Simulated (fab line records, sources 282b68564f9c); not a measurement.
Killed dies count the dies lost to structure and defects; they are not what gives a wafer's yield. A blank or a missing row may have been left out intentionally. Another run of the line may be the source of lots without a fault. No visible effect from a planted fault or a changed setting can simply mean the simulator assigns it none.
Which of the tools did it? | flow rit cmos | 21 wafers from 7 lots sampled at 2 of the route's 202 steps

## WHAT EACH GAUGE READ, for each wafer
RIT_REOX_THK_MEAS_04.
lot  | measured    | on            | REOX_OXIDE_THK (nm)
L646 | day 3 06:53 | film metro-02 | 25.3 25.8 26.0
L648 | day 3 17:08 | film metro-02 | 25.8 25.8 25.5
L650 | day 4 00:26 | film metro-03 | 21.8 21.9 21.6
L652 | day 4 12:37 | film metro-04 | 25.7 25.8 25.3
L654 | day 4 22:36 | film metro-04 | 21.2 21.1 21.7
L660 | day 6 04:37 | film metro-04 | 24.3 24.9 24.2
L666 | day 7 09:39 | film metro-03 | 25.2 25.1 25.1

## WHICH TOOL RAN EACH LOT (tool, then ch and the chambers of the sampled wafers, then the start)
lot  | RIT_REOX_OXIDATION_03
L646 | furnace-04 ch 0, day 3 04:20
L648 | furnace-03 ch 0, day 3 14:34
L650 | furnace-03 ch 0, day 3 21:52
L652 | furnace-01 ch 0, day 4 10:03
L654 | furnace-03 ch 0, day 4 20:03
L660 | furnace-01 ch 0, day 6 02:03
L666 | furnace-04 ch 0, day 7 07:04
- RIT_REOX_OXIDATION_03: target thk 25.2 nm, ox time 5580 s.

## THE ANSWER, worked out from the rows above alone
Rule: usual is defined by the lots themselves. The widest of any qualifying gaps counts: lots, ordered by their means at a reading, are off when they make up no more than a third of the lots, leave a main group of 4 or more, and stand apart from it by 3 or more times the standard deviation of that group's means. If all means in a main group match to the digits the tables above print for the reading, that group is not used. Also off: a lot with no number at a reading for which 4 or more lots have one. Where the step has rows for the other lots, those lots are counted as sound.
Off: L650, L654, seen at RIT_REOX_THK_MEAS_04 (REOX_OXIDE_THK). The main group has a mean of 25.3 nm with a standard deviation of 0.48.
A tool fits if, at a process step before that reading, it ran every lot that is off, and no sound lot after the first of them. Those tools and the gauges at RIT_REOX_THK_MEAS_04 are tried in the same way. One fits: RIT_REOX_OXIDATION_03 on furnace-03. Its last sound lot is L648 (day 3 14:34), its first lot that is off L650 (day 3 21:52): a fault that began between those two fits.

## WHAT THE SIMULATOR HAD INSERTED
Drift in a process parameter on furnace-03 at RIT_REOX_OXIDATION_03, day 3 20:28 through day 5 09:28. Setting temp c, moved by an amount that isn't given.
Shown lots that were struck: L650, L654. The rule above found the same.
